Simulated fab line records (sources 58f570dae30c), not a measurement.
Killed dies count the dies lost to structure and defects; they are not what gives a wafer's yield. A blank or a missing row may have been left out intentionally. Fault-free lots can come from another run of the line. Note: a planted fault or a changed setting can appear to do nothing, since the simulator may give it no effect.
Struck lot and sound lot, side by side -- flow berkeley-cmos170 -- 15 out of 331 route steps
Sound: these wafers, L629.2, L629.4, L629.6. Struck: wafer L641.5 (L641.1, L641.4, from the same lot, were not struck and are left out); the cause is given at the end.
Order at every step that has rows: each side's tool, ch and its chambers, its first start. Under that, the readings that differ: sound wafers -- struck wafers -- difference of the means -- sigmas: that difference in standard deviations of wafers without a fault.
alike: readings whose means differ by less than 2 such deviations, and words and numbers that are the same on both sides. not compared: withheld readings, readings that some wafer has no value for, bounds like >300 that may hide the same value, and numbers for which the record gives no deviation and whose values overlap.
A row with sigmas, a row that says differs or no value, or rows on one side alone: a step with any of these is where the two part. When numbers do not overlap yet have no deviation, they are printed without sigmas and do not part them. A reading missing from all wafers of one side parts the sides only when that side holds two or more wafers.

first, 1 step without rows for these wafers: UCB170_CONTACT_CLEAN_20 (cleans in SPM, time 600 s).
UCB170_M1_SPUTTER_00: material Al, target thk 600 nm, time 80 s.
  sound on pvd-sputter-03, day 8 16:13; struck on pvd-sputter-01, day 10 21:11
  alike: throttle-valve-pct
UCB170_M1_RS_MEAS_01: measurement is done with a four-point probe.
  sound on film-metro-02, day 8 16:18; struck on film-metro-02, day 10 21:14
  alike: M1_AL_RS
UCB170_M1_THK_MEAS_02: measures by xrf.
  sound on film-metro-02, day 8 16:25; struck on film-metro-02, day 10 21:22
  alike: M1_AL_THK
then, 6 steps without rows for these wafers: UCB170_M1_COAT_03; UCB170_M1_COAT_04 (resist thk 900 nm); UCB170_M1_SOFTBAKE_05 (time 60 s); UCB170_M1_EXPOSE_06 (exposes mask METAL1, target cd 700 nm); UCB170_M1_PEB_07; UCB170_M1_DEVELOP_08 (develop time 45 s).
UCB170_M1_CD_MEAS_09: the cd target is 700 nm.
  sound on cd-sem-01, day 8 19:14; struck on cd-sem-02, day 10 22:23
  alike: cd-nm
UCB170_M1_OVL_MEAS_10:
  sound on overlay-01, day 8 19:20; struck on overlay-02, day 10 22:31
  alike: M1_OVL
UCB170_M1_ETCH_11: etches BARC in N2/H2.
  sound on rie-diel-02 ch 0,2,3, day 8 19:22; struck on rie-diel-02 ch 2, day 10 22:32
reading,sound,struck,difference,sigmas
oes-product-au (a.u.),1.005 1.003 0.987,0.912,-0.086,-4
  alike: chamber-pressure-mTorr, drypump-motor-current-A, n2-flow-sccm, throttle-valve-pct
UCB170_M1_METAL_ETCH_12: etches Al in Cl2/BCl3, stops on PSG, target depth 780 nm, time 130 s.
  sound on rie-metal-01 ch 0,1, day 8 19:25; struck on rie-metal-04 ch 1, day 10 22:35
reading,sound,struck,difference,sigmas
drypump-motor-current-A (A),6.7 6.7 5.6,5.0,-1.3,-2
  alike: chamber-pressure-mTorr, oes-product-au, throttle-valve-pct
  not compared: rf-hours-counter-h
UCB170_M3_PROBE_99:
  record: rows for the struck wafers here (prober-01, day 11 12:19), none for the sound ones

WHERE THEY PART
Last at UCB170_M3_PROBE_99 as far as this record goes, first at UCB170_M1_ETCH_11.

WHY: what had been put in by the simulator
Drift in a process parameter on rie-diel-02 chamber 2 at UCB170_M1_ETCH_11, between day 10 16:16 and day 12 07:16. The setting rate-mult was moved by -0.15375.
